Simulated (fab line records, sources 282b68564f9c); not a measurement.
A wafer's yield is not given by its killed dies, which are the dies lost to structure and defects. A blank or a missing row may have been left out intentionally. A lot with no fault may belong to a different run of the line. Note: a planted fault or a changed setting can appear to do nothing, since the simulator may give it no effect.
What tool caused it?    flow rit-cmos    7 lots with 21 wafers sampled at 2 steps, on a route of 202 steps

## WHAT THE GAUGES READ, wafer by wafer
RIT_SDANNEAL_RS_MEAS_04: a four-point-probe measurement.
lot   measured     on             PSD_RS (ohm/sq)
L907  day 3 18:17  film-metro-02  115.55 115.43 115.20
L910  day 4 07:25  film-metro-02  115.61 115.73 115.54
L913  day 5 02:23  film-metro-01  115.71 115.45 115.67
L915  day 5 14:20  film-metro-02  115.47 114.97 115.32
L918  day 6 14:13  film-metro-02  143.68 143.54 144.07
L926  day 7 23:17  film-metro-02  115.86 115.47 115.72
L929  day 8 06:34  film-metro-01  115.77 116.03 115.47

## TOOL THAT RAN EACH LOT (tool first, then ch and the chambers of the sampled wafers, then the start)
lot   RIT_SDANNEAL_RTA_03
L907  rtp-anneal-01 ch 0, day 3 18:14
L910  rtp-anneal-02 ch 0, day 4 07:21
L913  rtp-anneal-01 ch 0, day 5 02:20
L915  rtp-anneal-01 ch 0, day 5 14:16
L918  rtp-anneal-02 ch 0, day 6 14:09
L926  rtp-anneal-01 ch 0, day 7 23:14
L929  rtp-anneal-01 ch 0, day 8 06:29
- RIT_SDANNEAL_RTA_03: time 5 s.

## THE ANSWER, worked out from the rows above alone
Rule: what is usual is taken from the lots themselves. The widest of any qualifying gaps counts: lots, ordered by their means at a reading, are off when they make up no more than a third of the lots, leave a main group of 4 or more, and stand apart from it by 3 or more times the standard deviation of that group's means. A main group whose means are all the same, to the digits that the tables above print for the reading, isn't used. Also off: a lot with no number at a reading for which 4 or more lots have one. Where the step has rows for the other lots, those lots are counted as sound.
Off: L918, seen at RIT_SDANNEAL_RS_MEAS_04 (PSD_RS). Main group: mean 115.55 ohm/sq, sd 0.17.
If a tool, at a process step before that reading, ran all the lots that are off and no sound lot after the first of them, it fits. The gauges at RIT_SDANNEAL_RS_MEAS_04 are tried like those tools. One candidate fits, namely rtp-anneal-02 at RIT_SDANNEAL_RTA_03. A fault onset in the window from L910 (day 4 07:21, its last sound lot) to L918 (day 6 14:09, its first lot off) fits.

## WHAT THE SIMULATOR PUT IN
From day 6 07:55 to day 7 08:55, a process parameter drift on rtp-anneal-02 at RIT_SDANNEAL_RTA_03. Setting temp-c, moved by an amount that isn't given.
Lots struck among those shown: L918. Same finding as the rule above.
